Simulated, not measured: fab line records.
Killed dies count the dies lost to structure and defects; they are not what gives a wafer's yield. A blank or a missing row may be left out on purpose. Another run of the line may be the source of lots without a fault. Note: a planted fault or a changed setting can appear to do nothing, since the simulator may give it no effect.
2 desks looking at one fault -- flow berkeley cmos170 -- every desk sees just its own numbers, and what lay behind them comes last

== THE METROLOGY DESK ==
What the gauges read, lot by lot, whatever tool the lot ran on: means of the sampled wafers that have a number. If a lot's mean is further than 4 standard deviations from the usual mean, the lot is out of limits and carries the mark OUT (the distance appears in the brackets).
Columns: A = PWELL_OXIDE_THK at UCB170_PWELL_THK_MEAS_03, usual 26.1 nm
lot,first seen here,A
L485,day 3 03:17,26.0
L487,day 3 03:18,27.0
L486,day 3 03:21,26.4
L488,day 3 14:17,26.3
L489,day 3 23:50,26.1
L492,day 4 04:12,26.1
L494,day 4 15:29,26.6
L493,day 4 15:31,25.5
L500,day 6 01:59,26.3
L504,day 6 23:57,26.9
L505,day 6 23:57,26.1
L506,day 7 11:50,25.7
L507,day 7 21:39,25.7
L508,day 7 21:40,26.1
Result from this desk: across the 14 lots, nothing is out of limits.

== THE TOOL OWNER'S DESK: wet bench-01 ==
The tool's own readings at UCB170_FIELD_WET_ETCH_04 (etches SiO2 in dHF, time 60 s): means of the sampled wafers that have a number, for each lot that ran on this tool. If a lot's mean is further than 4 standard deviations from the usual mean, the lot is out of limits and carries the mark OUT (the distance appears in the brackets).
Columns: A = bath heat duty pct at UCB170_FIELD_WET_ETCH_04, usual 6.1 %; B = run length s at UCB170_FIELD_WET_ETCH_04, usual 90 s
lot,first seen here,A,B
L485,day 5 12:38,6.1,93
L486,day 5 12:38,6.4,92
L487,day 5 12:38,5.4,94
L505,day 9 13:49,5.6,88
L506,day 9 13:49,5.9,85
Result from this desk: across the 5 lots, nothing is out of limits.

== PUT TOGETHER ==
Nothing out of limits was seen by the metrology desk.
The desk of the tool owner found nothing out of limits.

== WHAT THE SIMULATOR HAD PUT IN ==
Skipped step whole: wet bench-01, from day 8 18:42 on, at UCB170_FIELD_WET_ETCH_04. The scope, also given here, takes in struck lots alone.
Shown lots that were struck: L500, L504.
